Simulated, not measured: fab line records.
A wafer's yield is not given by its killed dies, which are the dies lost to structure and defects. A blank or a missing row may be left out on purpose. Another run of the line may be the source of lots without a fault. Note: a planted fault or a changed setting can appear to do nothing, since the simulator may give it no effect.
What tool caused it? ; flow berkeley-cmos170 ; 7 lots with 21 wafers sampled at 2 steps, on a route of 331 steps

## WHAT THE GAUGES READ, wafer by wafer
UCB170_PWELL_THK_MEAS_06.
lot;measured;on;PWELL_NITRIDE_THK (nm)
L339;day 3 05:13;film-metro-01;217.2 216.7 216.8
L341;day 3 14:52;film-metro-03;221.9 220.0 222.5
L345;day 4 13:50;film-metro-04;160.4 161.1 161.4
L351;day 5 15:20;film-metro-01;221.5 222.2 221.2
L356;day 6 21:01;film-metro-04;219.3 220.4 219.7
L358;day 7 13:43;film-metro-01;220.3 217.9 219.2
L360;day 7 23:41;film-metro-01;217.9 217.9 217.8

## TOOL THAT RAN EACH LOT (tool first, then ch and the chambers of the sampled wafers, then the start)
lot;UCB170_PWELL_CVD_05
L339;lpcvd-02 ch 1, day 3 03:17
L341;lpcvd-02 ch 1, day 3 12:57
L345;lpcvd-02 ch 0, day 4 10:57
L351;lpcvd-01 ch 0, day 5 13:24
L356;lpcvd-01 ch 0, day 6 19:05
L358;lpcvd-02 ch 1, day 7 11:49
L360;lpcvd-01 ch 0, day 7 21:44
- UCB170_PWELL_CVD_05: deposits Si3N4 from SiH2Cl2/NH3, target thk 220 nm, time 3300 s.

## THE ANSWER, worked out from the rows above alone
Rule: what is usual is taken from the lots themselves. The widest of any qualifying gaps counts: lots, ordered by their means at a reading, are off when they make up no more than a third of the lots, leave a main group of 4 or more, and stand apart from it by 3 or more times the standard deviation of that group's means. A main group is skipped when, at the precision printed for the reading in the tables above, its means are all equal. A lot without any number at a reading at which 4 lots or more have one is off too. All remaining lots with rows at the step are treated as sound.
Off: L345, at UCB170_PWELL_THK_MEAS_06 (PWELL_NITRIDE_THK). The main group has a mean of 219.5 nm with a standard deviation of 1.7.
A tool fits if, at a process step before that reading, it ran every lot that is off, and no sound lot after the first of them. The gauges at UCB170_PWELL_THK_MEAS_06 are tried like those tools. Of those tried, none fits.

## WHAT THE SIMULATOR PUT IN
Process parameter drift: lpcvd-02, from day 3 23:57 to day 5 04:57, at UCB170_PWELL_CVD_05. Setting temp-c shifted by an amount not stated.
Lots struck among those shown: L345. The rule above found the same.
